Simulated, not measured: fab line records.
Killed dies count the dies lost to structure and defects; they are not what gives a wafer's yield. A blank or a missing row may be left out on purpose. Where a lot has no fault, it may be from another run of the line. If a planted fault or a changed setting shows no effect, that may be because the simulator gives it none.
Matching of chambers :: flow berkeley_cmos170 :: cmp-01 running UCB170_V2_CMP_02: 4 sister chambers
The step polishes SiO2. 8 wafers are shown with their chamber, then 7 later ones without.

EACH WAFER AND ITS CHAMBER
wafer: L809.4
chamber: 3
motor_current_A (A): 17.6

wafer: L809.5
chamber: 0
motor_current_A (A): 13.8

wafer: L815.1
chamber: 3
motor_current_A (A): 17.3

wafer: L810.2
chamber: 0
motor_current_A (A): 14.5

wafer: L810.3
chamber: 2
motor_current_A (A): 20.1

wafer: L810.4
chamber: 1
motor_current_A (A): 17.1

wafer: L816.1
chamber: 2
motor_current_A (A): 19.0

wafer: L816.4
chamber: 1
motor_current_A (A): 18.1

WAFERS WHOSE CHAMBER IS MISSING
wafer: L816.5
motor_current_A (A): 18.5

wafer: L819.1
motor_current_A (A): 18.3

wafer: L819.2
motor_current_A (A): 14.4

wafer: L819.4
motor_current_A (A): 18.6

wafer: L821.1
motor_current_A (A): 14.2

wafer: L821.4
motor_current_A (A): 19.7

wafer: L821.5
motor_current_A (A): 14.8

WHICH CHAMBER EACH ONE RAN IN
wafer: L816.5
from the rows above: can't be placed: 1 or 3 or 2
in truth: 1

wafer: L819.1
from the rows above: can't be placed: 1 or 3 or 2
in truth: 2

wafer: L819.2
from the rows above: 0
in truth: 0

wafer: L819.4
from the rows above: can't be placed: 2 or 1 or 3
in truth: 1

wafer: L821.1
from the rows above: 0
in truth: 0

wafer: L821.4
from the rows above: 2
in truth: 2

wafer: L821.5
from the rows above: 0
in truth: 0
Correct placement for 4 of the 7. These rows do not allow placing 3 (true chamber among the candidates in 3). Number placed wrongly: 0.
How it was worked out, from the rows above alone: a wafer's distance from a chamber is the root of the sum, over the readings, of the square of ((its reading less the chamber's mean) divided by the reading's scatter). If the next closest chamber is less than 2 further off than the closest, the wafer can't be placed; otherwise it belongs to the closest. A chamber's mean is the mean of its shown wafers. The scatter: take each reading less its chamber's mean, square it, sum over the shown wafers, divide by the number of wafers less the number of chambers, and take the root.
